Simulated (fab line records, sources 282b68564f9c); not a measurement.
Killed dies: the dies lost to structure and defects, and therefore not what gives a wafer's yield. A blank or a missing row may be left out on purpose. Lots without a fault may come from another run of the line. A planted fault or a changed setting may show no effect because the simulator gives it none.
A single fault, viewed from 2 desks :: flow rit-cmos :: each desk has only its own numbers; what lay behind them comes last

== FOR THE TOOL OWNER'S DESK: rie-diel-01 ==
The tool's own readings at RIT_ACTIVE_ETCH_13 (etches Si3N4 in SF6, stops on SiO2, time 210 s, target depth 210 nm): means of the sampled wafers that have a number, for each lot that ran on this tool. The brackets show how far a lot's mean lies from the usual mean; more than 4 standard deviations puts the lot out of limits, marked OUT.
Columns: A = drypump-motor-current-A at RIT_ACTIVE_ETCH_13, usual 5.6 A; B = oes-product-au at RIT_ACTIVE_ETCH_13, usual 0.820 a.u.; C = throttle-valve-pct at RIT_ACTIVE_ETCH_13, usual 7.52 %
lot: L834
first seen here: day 3 02:55
A: 5.3
B: 0.834
C: 7.48

lot: L843
first seen here: day 4 22:47
A: 5.5
B: 0.822
C: 7.47

lot: L844
first seen here: day 5 05:26
A: 5.8
B: 0.814
C: 7.47
Finding of this desk: none of the 3 lots has anything out of limits.

== AT THE METROLOGY DESK ==
Means of the sampled wafers that have a number, per lot and without regard to the tool the lot ran on: this is what the gauges read. The brackets show how far a lot's mean lies from the usual mean; more than 4 standard deviations puts the lot out of limits, marked OUT.
Columns: A = ACTIVE_OXIDE_THK at RIT_ACTIVE_THK_MEAS_02, usual 49.6 nm; B = ACTIVE_NITRIDE_THK at RIT_ACTIVE_THK_MEAS_04, usual 149.9 nm; C = cd-nm at RIT_ACTIVE_CD_MEAS_11, usual 1399.9 nm
lot: L831
first seen here: day 2 09:22
A: 51.2
B: 148.5
C: 1400.3

lot: L833
first seen here: day 2 18:05
A: 50.0
B: 151.2
C: 1401.5

lot: L834
first seen here: day 3 00:08
A: 49.4
B: 149.6
C: 1402.1

lot: L839
first seen here: day 4 00:17
A: 49.9
B: 149.7
C: 1401.8

lot: L843
first seen here: day 4 20:09
A: 47.3
B: 148.9
C: 1399.4

lot: L844
first seen here: day 5 02:40
A: 50.0
B: 147.4
C: 1400.9
Finding of this desk: none of the 6 lots has anything out of limits.

== BROUGHT TOGETHER ==
The tool owner's desk saw nothing out of limits.
Nothing out of limits was seen by the metrology desk.

== WHAT THE SIMULATOR HAD PUT IN ==
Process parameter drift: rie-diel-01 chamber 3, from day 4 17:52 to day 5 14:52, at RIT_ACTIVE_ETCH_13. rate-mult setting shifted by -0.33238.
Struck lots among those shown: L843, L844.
